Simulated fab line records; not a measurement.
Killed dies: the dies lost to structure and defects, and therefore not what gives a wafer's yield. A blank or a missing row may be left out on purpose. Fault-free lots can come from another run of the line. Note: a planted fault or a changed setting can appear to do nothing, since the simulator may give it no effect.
Shared-tool check -- flow berkeleyCmos170 -- Sampled: 14 lots, 42 wafers

WHAT PROMPTED THE OPENING
2 of 14 lots carry a flag on the reading NWELL_TW at UCB170_NWELL_TW_MEAS_16. Fault-free wafers read 1257, with a standard deviation of 13.
Rule: a lot gets a flag if all its wafers with a number sit over 4 standard deviations from that mean, or if no wafer of it has a number. All remaining lots are regarded as sound.

lot,measured,on,"NWELL_TW, wafer by wafer",flag
L116,day 2 21:41,filmMetro-02,1251 1254 1258,
L117,day 3 01:59,filmMetro-04,1268 1274 1269,
L118,day 3 02:14,filmMetro-02,1247 1258 1256,
L121,day 3 14:52,filmMetro-02,1251 1258 1253,
L120,day 3 14:59,filmMetro-04,1272 1273 1270,
L127,day 5 00:55,filmMetro-03,1230 1241 1240,
L126,day 5 01:08,filmMetro-02,1252 1253 1250,
L129,day 5 08:20,filmMetro-03,1409 1416 1403,FLAGGED
L130,day 5 15:09,filmMetro-02,1430 1439 1435,FLAGGED
L133,day 6 12:39,filmMetro-02,1258 1252 1256,
L134,day 6 19:44,filmMetro-04,1273 1275 1274,
L135,day 6 20:37,filmMetro-03,1226 1236 1236,
L136,day 7 01:12,filmMetro-02,1267 1254 1269,
L137,day 7 01:55,filmMetro-04,1270 1267 1264,
Average over the flagged lots: 1422; offset from the usual +165, equal to +13 standard deviations.

WHICH TOOL RAN EACH LOT
The record keeps 1 process step preceding the reading, out of 331 steps on the route. Cell contents, in order: the tool; ch with the chambers the sampled wafers went through; the start.
lot,flag,UCB170_NWELL_IMPLANT_14
L116,,"implanter-04 ch 0, day 2 21:26"
L117,,"implanter-02 ch 0, day 3 01:44"
L118,,"implanter-01 ch 0, day 3 02:01"
L121,,"implanter-02 ch 0, day 3 14:37"
L120,,"implanter-04 ch 0, day 3 14:45"
L127,,"implanter-01 ch 0, day 5 00:41"
L126,,"implanter-04 ch 0, day 5 00:53"
L129,FLAGGED,"implanter-04 ch 0, day 5 08:05"
L130,FLAGGED,"implanter-04 ch 0, day 5 14:52"
L133,,"implanter-01 ch 0, day 6 12:25"
L134,,"implanter-02 ch 0, day 6 19:31"
L135,,"implanter-01 ch 0, day 6 20:23"
L136,,"implanter-01 ch 0, day 7 00:57"
L137,,"implanter-01 ch 0, day 7 01:40"
What these steps do:
- UCB170_NWELL_IMPLANT_14
- UCB170_NWELL_TW_MEAS_16

FLAGGED OVER TOTAL, TOOL BY TOOL (the gauges that took the reading come last)
step,tool,lots run,flagged,share of the flagged lots,sound lots run after its first flagged lot
UCB170_NWELL_IMPLANT_14,implanter-01,6,0,none,-
UCB170_NWELL_IMPLANT_14,implanter-02,3,0,none,-
UCB170_NWELL_IMPLANT_14,implanter-04,5,2,all,0
UCB170_NWELL_TW_MEAS_16,filmMetro-02,7,1,some,"2 (L133,L136)"
UCB170_NWELL_TW_MEAS_16,filmMetro-03,3,1,some,1 (L135)
UCB170_NWELL_TW_MEAS_16,filmMetro-04,4,0,none,-

WHAT THE TABLE ALLOWS
Rows of the table that ran each flagged lot: 1, that is implanter-04 at UCB170_NWELL_IMPLANT_14.
- implanter-04 at UCB170_NWELL_IMPLANT_14 ran 5 lots, 2 of them flagged. It ran its last sound lot, L126, at day 5 00:53 and its first flagged lot, L129, at day 5 08:05: a fault with its onset between the two fits. Its own readings (doseIonsCm2, faradayCurrentUA) fall more than 4 standard deviations out on all wafers of the flagged lots.
implanter-04 at UCB170_NWELL_IMPLANT_14 is the single tool remaining.

WHAT THE SIMULATOR HAD INSERTED
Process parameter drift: implanter-04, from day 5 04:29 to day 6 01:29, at UCB170_NWELL_IMPLANT_14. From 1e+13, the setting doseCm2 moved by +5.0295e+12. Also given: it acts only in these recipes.
Lots struck among those shown: L129, L130. The rule given above showed the same thing.
